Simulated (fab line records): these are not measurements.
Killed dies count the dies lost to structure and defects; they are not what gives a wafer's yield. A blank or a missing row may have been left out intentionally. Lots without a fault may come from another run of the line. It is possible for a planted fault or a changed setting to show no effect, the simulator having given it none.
Which tool did it? || flow berkeley cmos170 || 39 wafers from 13 lots sampled at 4 of the route's 331 steps

== WHAT THE GAUGES READ, wafer by wafer ==
UCB170_ACTIVE_OVL_MEAS_14.
{"lot": "L829", "measured": "day 5 03:56", "on": "overlay-01", "ACTIVE_OVL (nm)": "-1 -1 -7"}
{"lot": "L830", "measured": "day 5 12:08", "on": "overlay-01", "ACTIVE_OVL (nm)": "-4 -16 -8"}
{"lot": "L832", "measured": "day 5 15:27", "on": "overlay-02", "ACTIVE_OVL (nm)": "-8 5 0"}
{"lot": "L833", "measured": "day 5 15:41", "on": "overlay-01", "ACTIVE_OVL (nm)": "-13 -2 -12"}
{"lot": "L836", "measured": "day 6 15:34", "on": "overlay-01", "ACTIVE_OVL (nm)": "-7 -5 -3"}
{"lot": "L837", "measured": "day 6 15:50", "on": "overlay-02", "ACTIVE_OVL (nm)": "-3 4 -6"}
{"lot": "L838", "measured": "day 7 02:55", "on": "overlay-02", "ACTIVE_OVL (nm)": "-8 -7 1"}
{"lot": "L841", "measured": "day 7 11:41", "on": "overlay-02", "ACTIVE_OVL (nm)": "-4 2 -10"}
{"lot": "L847", "measured": "day 8 11:08", "on": "overlay-01", "ACTIVE_OVL (nm)": "-2 -3 -6"}
{"lot": "L849", "measured": "day 9 08:40", "on": "overlay-01", "ACTIVE_OVL (nm)": "-8 2 -5"}
{"lot": "L848", "measured": "day 9 08:54", "on": "overlay-01", "ACTIVE_OVL (nm)": "0 0 3"}
{"lot": "L850", "measured": "day 9 09:11", "on": "overlay-01", "ACTIVE_OVL (nm)": "0 9 0"}
{"lot": "L851", "measured": "day 9 16:45", "on": "overlay-02", "ACTIVE_OVL (nm)": "-11 -5 -11"}

UCB170_M2_CD_MEAS_15: the cd target is 700 nm.
{"lot": "L829", "measured": "day 8 22:41", "on": "cd sem-01", "cd nm (nm)": "700.3 700.4 701.3"}
{"lot": "L830", "measured": "day 9 17:10", "on": "cd sem-01", "cd nm (nm)": "697.8 699.1 698.9"}
{"lot": "L832", "measured": "day 9 12:01", "on": "cd sem-02", "cd nm (nm)": "702.3 701.1 701.7"}
{"lot": "L833", "measured": "day 9 17:19", "on": "cd sem-01", "cd nm (nm)": "701.8 701.2 701.9"}
{"lot": "L836", "measured": "day 10 09:25", "on": "cd sem-01", "cd nm (nm)": "697.1 697.6 697.4"}
{"lot": "L837", "measured": "day 10 10:21", "on": "cd sem-01", "cd nm (nm)": "699.4 700.9 701.2"}
{"lot": "L838", "measured": "day 10 17:28", "on": "cd sem-02", "cd nm (nm)": "699.7 699.9 701.2"}
{"lot": "L841", "measured": "day 11 00:16", "on": "cd sem-02", "cd nm (nm)": "699.0 699.2 699.2"}
{"lot": "L847", "measured": "day 12 19:47", "on": "cd sem-01", "cd nm (nm)": "701.2 699.4 699.4"}
{"lot": "L849", "measured": "day 13 05:56", "on": "cd sem-02", "cd nm (nm)": "698.9 697.7 699.1"}
{"lot": "L848", "measured": "day 13 04:13", "on": "cd sem-02", "cd nm (nm)": "699.7 700.3 701.0"}
{"lot": "L850", "measured": "day 13 05:44", "on": "cd sem-01", "cd nm (nm)": "699.1 698.3 698.3"}
{"lot": "L851", "measured": "day 13 14:28", "on": "cd sem-02", "cd nm (nm)": "701.8 701.0 700.8"}

UCB170_V2_THK_MEAS_04.
{"lot": "L829", "measured": "day 8 23:58", "on": "film metro-02", "V2_POLISHED_THK (nm)": "999.1 999.9 1000.1"}
{"lot": "L830", "measured": "day 9 18:31", "on": "film metro-04", "V2_POLISHED_THK (nm)": "1000.8 1000.2 1000.4"}
{"lot": "L832", "measured": "day 9 13:16", "on": "film metro-04", "V2_POLISHED_THK (nm)": "998.8 999.1 999.5"}
{"lot": "L833", "measured": "day 9 18:34", "on": "film metro-02", "V2_POLISHED_THK (nm)": "999.4 999.5 999.3"}
{"lot": "L836", "measured": "day 10 10:40", "on": "film metro-04", "V2_POLISHED_THK (nm)": "1000.6 1001.5 999.7"}
{"lot": "L837", "measured": "day 10 11:35", "on": "film metro-04", "V2_POLISHED_THK (nm)": "998.1 1000.0 998.0"}
{"lot": "L838", "measured": "day 10 18:46", "on": "film metro-04", "V2_POLISHED_THK (nm)": "999.0 998.6 1000.0"}
{"lot": "L841", "measured": "day 11 01:30", "on": "film metro-02", "V2_POLISHED_THK (nm)": "998.7 1000.9 1000.0"}
{"lot": "L847", "measured": "day 12 21:14", "on": "film metro-02", "V2_POLISHED_THK (nm)": "997.5 999.7 998.7"}
{"lot": "L849", "measured": "day 13 07:14", "on": "film metro-02", "V2_POLISHED_THK (nm)": "1000.4 1000.5 1000.4"}
{"lot": "L848", "measured": "day 13 05:26", "on": "film metro-02", "V2_POLISHED_THK (nm)": "999.6 999.1 998.9"}
{"lot": "L850", "measured": "day 13 06:58", "on": "film metro-02", "V2_POLISHED_THK (nm)": "1002.0 1003.4 999.3"}
{"lot": "L851", "measured": "day 13 15:42", "on": "film metro-02", "V2_POLISHED_THK (nm)": "1000.9 1000.5 1001.5"}

== WHICH TOOL RAN EACH LOT (tool, then ch and the chambers of the sampled wafers, then the start) ==
{"lot": "L829", "UCB170_NWELL_EXPOSE_09": "krf scanner-01 ch 0, day 2 16:22"}
{"lot": "L830", "UCB170_NWELL_EXPOSE_09": "krf scanner-02 ch 0, day 3 01:46"}
{"lot": "L832", "UCB170_NWELL_EXPOSE_09": "krf scanner-01 ch 0, day 3 11:09"}
{"lot": "L833", "UCB170_NWELL_EXPOSE_09": "krf scanner-02 ch 0, day 3 11:31"}
{"lot": "L836", "UCB170_NWELL_EXPOSE_09": "krf scanner-02 ch 0, day 4 03:17"}
{"lot": "L837", "UCB170_NWELL_EXPOSE_09": "krf scanner-02 ch 0, day 4 09:46"}
{"lot": "L838", "UCB170_NWELL_EXPOSE_09": "krf scanner-02 ch 0, day 4 10:01"}
{"lot": "L841", "UCB170_NWELL_EXPOSE_09": "krf scanner-02 ch 0, day 5 01:35"}
{"lot": "L847", "UCB170_NWELL_EXPOSE_09": "krf scanner-01 ch 0, day 6 03:50"}
{"lot": "L849", "UCB170_NWELL_EXPOSE_09": "krf scanner-02 ch 0, day 6 19:06"}
{"lot": "L848", "UCB170_NWELL_EXPOSE_09": "krf scanner-01 ch 0, day 6 19:21"}
{"lot": "L850", "UCB170_NWELL_EXPOSE_09": "krf scanner-01 ch 0, day 7 04:22"}
{"lot": "L851", "UCB170_NWELL_EXPOSE_09": "krf scanner-01 ch 0, day 7 09:26"}
- UCB170_NWELL_EXPOSE_09: exposes mask NWELL, target cd 3000 nm.

== WHAT THE TOOLS THEMSELVES READ (means of the sampled wafers that have a number; where no wafer has one, the mark that the record gives instead) ==
The record holds no such reading with a usual standard deviation.

== THE ANSWER, worked out from the rows above alone ==
Rule: the lots themselves supply what counts as usual. The widest of any qualifying gaps counts: lots, ordered by their means at a reading, are off when they make up no more than a third of the lots, leave a main group of 4 or more, and stand apart from it by 3 or more times the standard deviation of that group's means. A main group whose means are all the same, to the digits that the tables above print for the reading, isn't used. A lot without any number at a reading at which 4 lots or more have one is off too. Any other lot the step has rows for is counted as sound. After the gauges, taken in route order, come the tools' own readings; for these a lot's mean is taken, as printed above. The first step at which some lot is off is used, and at that step the reading that is off furthest; a lot without a number counts as furthest.
Nothing can be told from this: no lot is off at any reading shown.

== WHAT HAD BEEN PUT IN BY THE SIMULATOR ==
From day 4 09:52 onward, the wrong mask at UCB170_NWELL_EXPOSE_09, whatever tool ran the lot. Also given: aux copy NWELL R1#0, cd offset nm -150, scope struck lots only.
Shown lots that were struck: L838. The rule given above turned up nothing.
